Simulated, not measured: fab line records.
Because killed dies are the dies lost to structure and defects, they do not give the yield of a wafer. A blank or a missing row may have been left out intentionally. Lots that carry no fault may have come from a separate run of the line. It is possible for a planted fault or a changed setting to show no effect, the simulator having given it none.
Split-lot experiment ; flow ritCmos ; route with 202 steps; 5 lots, 23 wafers read

== THE SPLIT ITSELF ==
At RIT_CONTACT_CVD_00 (deposits SiO2 from TEOS, target thk 400 nm, time 61 s), the setting timeS was moved away from the recipe's 61 s on 6 of the 23 wafers read, by -11.7% to +7.2%. This setting was run at the recipe's value on the other wafers.

Between the split and the reading, the file records no step.

== THE READING ==
At RIT_CONTACT_THK_MEAS_01: CONTACT_TEOS_THK, given in nm. On this fab line, fault-free wafers typically give 399 nm with a standard deviation of 6 nm.

wafer;tool, chamber at the split;timeS as run, s;against the recipe;CONTACT_TEOS_THK, nm;against lot-mates on the recipe
L074.2;pecvd-02, 0;56.12;-8.0%;360;-43
L074.3;pecvd-02, 2;61;recipe;404;-
L074.4;pecvd-02, 1;56.12;-8.0%;363;-40
L074.5;pecvd-02, 0;61;recipe;396;-
L074.6;pecvd-02, 2;61;recipe;408;-
L075.1;pecvd-01, 0;61;recipe;384;-
L075.5;pecvd-01, 0;61;recipe;395;-
L075.6;pecvd-01, 1;61;recipe;402;-
L077.1;pecvd-02, 1;61;recipe;398;-
L077.3;pecvd-02, 0;61;recipe;399;-
L077.4;pecvd-02, 2;61;recipe;414;-
L077.5;pecvd-02, 0;53.86;-11.7%;356;-48
L077.6;pecvd-02, 1;53.86;-11.7%;356;-48
L080.1;pecvd-02, 1;61;recipe;400;-
L080.2;pecvd-02, 2;61;recipe;405;-
L080.4;pecvd-02, 0,1;61;recipe;407;-
L080.5;pecvd-02, 2;61;recipe;411;-
L080.6;pecvd-02, 0,1;61;recipe;407;-
L085.2;pecvd-04, 1;61;recipe;402;-
L085.3;pecvd-04, 0,1;61;recipe;391;-
L085.4;pecvd-04, 2;65.42;+7.2%;431;+31
L085.5;pecvd-04, 0,1;61;recipe;406;-
L085.6;pecvd-04, 0;65.42;+7.2%;430;+30
Where a row lists several chambers, the file gives one row for several wafers and doesn't say which wafer went through which chamber.

THE FIT
A straight line over all 23 wafers: CONTACT_TEOS_THK changes by +4.18 nm for each +1% of timeS; r = +0.94; the points scatter about the line by 7 nm.
The same after taking each lot's own level away (the mean of its wafers on the recipe; 23 wafers): +4.37 nm for each +1%; r = +0.96; scatter 5.7 nm.
Per that fit: largest timeS move, reading shift of 51 nm.
Measured against the standard deviation above, the lots' own levels, which go from 393.7 to 406.0 nm, span 2.1 times it.
Consequently the slope shifts little with the lot-to-lot level, the two slopes agreeing.
Check: with one of the wafers moved furthest among these (-11.7%) left out of the fit, the line predicts -52.9 nm for it against its lot-mates. It came out at -47.7 nm against them.

== THE OTHER SPLITS THESE WAFERS WENT THROUGH ==
Before the reading, these wafers also passed through other splits. Each is held against what the fit with the lots' levels taken away leaves over:
other split on the same wafers;wafers away from the commonest value;r with CONTACT_TEOS_THK (lot level and that fit taken away)
RIT_NLDD_IMPLANT_08 energyKev;10;-0.17
RIT_PLDD_COAT_01 resistThkNm;8;-0.20
RIT_NSD_IMPLANT_08 energyKev;7;+0.04
RIT_PSD_IMPLANT_08 energyKev;8;-0.05
RIT_SILICIDE_SPUTTER_01 timeS;7;-0.10

== THE WHOLE CHAIN: every reading that the file lists as answering this split, in the file's order ==
step;what it does;reading;change (the file's fit);r (the file's)
RIT_CONTACT_CVD_00;deposits SiO2 from TEOS, target thk 400 nm, time 61 s;SiO2_of_CONTACT_CVD_00.thkNm (the simulator's own value, which no gauge read);+4.4 nm for each +1% of the setting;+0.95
RIT_CONTACT_THK_MEAS_01;;CONTACT_TEOS_THK;+4.41 for each +1% of the setting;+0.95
RIT_CONTACT_ETCH_11;etches SiO2 in CHF3/CF4/Ar, stops on TiSi2, target depth 480 nm, time 320 s;etch.depthNm (the simulator's own value, which no gauge read);+4.4 nm for each +1% of the setting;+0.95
RIT_CONTACT_ETCH_11;etches SiO2 in CHF3/CF4/Ar, stops on TiSi2, target depth 480 nm, time 320 s;CONTACT.featureDepthNm (the simulator's own value, which no gauge read);+4.42 nm for each +1% of the setting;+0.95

== FILE'S OWN FIT ==
CONTACT_TEOS_THK changes by +4.41 nm for each +1% of timeS, r = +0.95.
